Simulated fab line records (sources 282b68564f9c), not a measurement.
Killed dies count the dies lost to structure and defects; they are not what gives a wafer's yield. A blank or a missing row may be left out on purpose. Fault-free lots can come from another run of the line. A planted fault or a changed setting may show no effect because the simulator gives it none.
What tool caused it? | flow rit cmos | 42 wafers sampled from 14 lots at 1 step of a route of 202

== WHAT THE GAUGES READ, wafer by wafer ==
Not one reading of a measure or inspect step in the record can be checked against a usual standard deviation.

== EACH LOT AND THE TOOL THAT RAN IT (in order: tool; ch and the chambers of the sampled wafers; start) ==
lot  | RIT_CONTACT_DEVELOP_07
L270 | litho track-04 ch 0, day 3 06:00
L271 | litho track-01 ch 0, day 3 14:00
L273 | litho track-03 ch 0, day 3 23:00
L274 | litho track-01 ch 0, day 4 01:00
L275 | litho track-03 ch 0, day 4 05:00
L277 | litho track-04 ch 0, day 4 21:00
L281 | litho track-03 ch 0, day 5 14:00
L282 | litho track-03 ch 0, day 5 18:00
L284 | litho track-01 ch 0, day 6 02:00
L285 | litho track-01 ch 0, day 6 06:00
L287 | litho track-04 ch 0, day 6 19:00
L288 | litho track-04 ch 0, day 6 23:00
L289 | litho track-04 ch 0, day 7 03:00
L292 | litho track-01 ch 0, day 7 18:00
- RIT_CONTACT_DEVELOP_07: develop time 120 s.

== WHAT THE TOOLS THEMSELVES READ (means of the sampled wafers that have a number; where no wafer has one, the mark that the record gives instead) ==
RIT_CONTACT_DEVELOP_07. Usual: developer temp C at 23.00 C, with a standard deviation of 0.11.
lot  | tool           | developer temp C (C) | flag
L270 | litho track-04 | 23.21                |
L271 | litho track-01 | 22.97                |
L273 | litho track-03 | 22.96                |
L274 | litho track-01 | 23.06                |
L275 | litho track-03 | 23.05                |
L277 | litho track-04 | 22.88                |
L281 | litho track-03 | 22.28                | OFF
L282 | litho track-03 | 22.41                | OFF
L284 | litho track-01 | 23.14                |
L285 | litho track-01 | 23.01                |
L287 | litho track-04 | 22.88                |
L288 | litho track-04 | 22.92                |
L289 | litho track-04 | 23.06                |
L292 | litho track-01 | 22.84                |

== THE ANSWER, worked out from the rows above alone ==
Rule: a lot counts as off when the mean over its wafers that have a number is more than 3 standard deviations away from the usual mean. Also off: a lot with no number at a reading for which 4 or more lots have one. All remaining lots with rows at the step are treated as sound. Order of review: gauges by route order, followed by the tools' own readings, for which a lot's mean as printed above is used. At the first step where some lot is off, the reading lying furthest off is the one used; lots without a number count as furthest.
Off at RIT_CONTACT_DEVELOP_07 (developer temp C): L281, L282.
If a tool, at that step or one of the process steps before it, ran each lot that is off and ran no sound lot following the first of them, it fits. One fits: RIT_CONTACT_DEVELOP_07 on litho track-03. Its last sound lot is L275 (day 4 05:00), its first lot that is off L281 (day 5 14:00): a fault that began between those two fits.
On the lots that are off, the tool's own readings at RIT_CONTACT_DEVELOP_07 differ by more than 5 times the standard deviation of the sound lots' means, which bears it out; developer temp C reads 22.34 C there versus 23.00 C on the sound lots.

== WHAT THE SIMULATOR PUT IN ==
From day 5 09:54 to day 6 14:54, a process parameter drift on litho track-03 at RIT_CONTACT_DEVELOP_07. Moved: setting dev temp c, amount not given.
Lots struck among those shown: L281, L282. This agrees with what the rule above found.
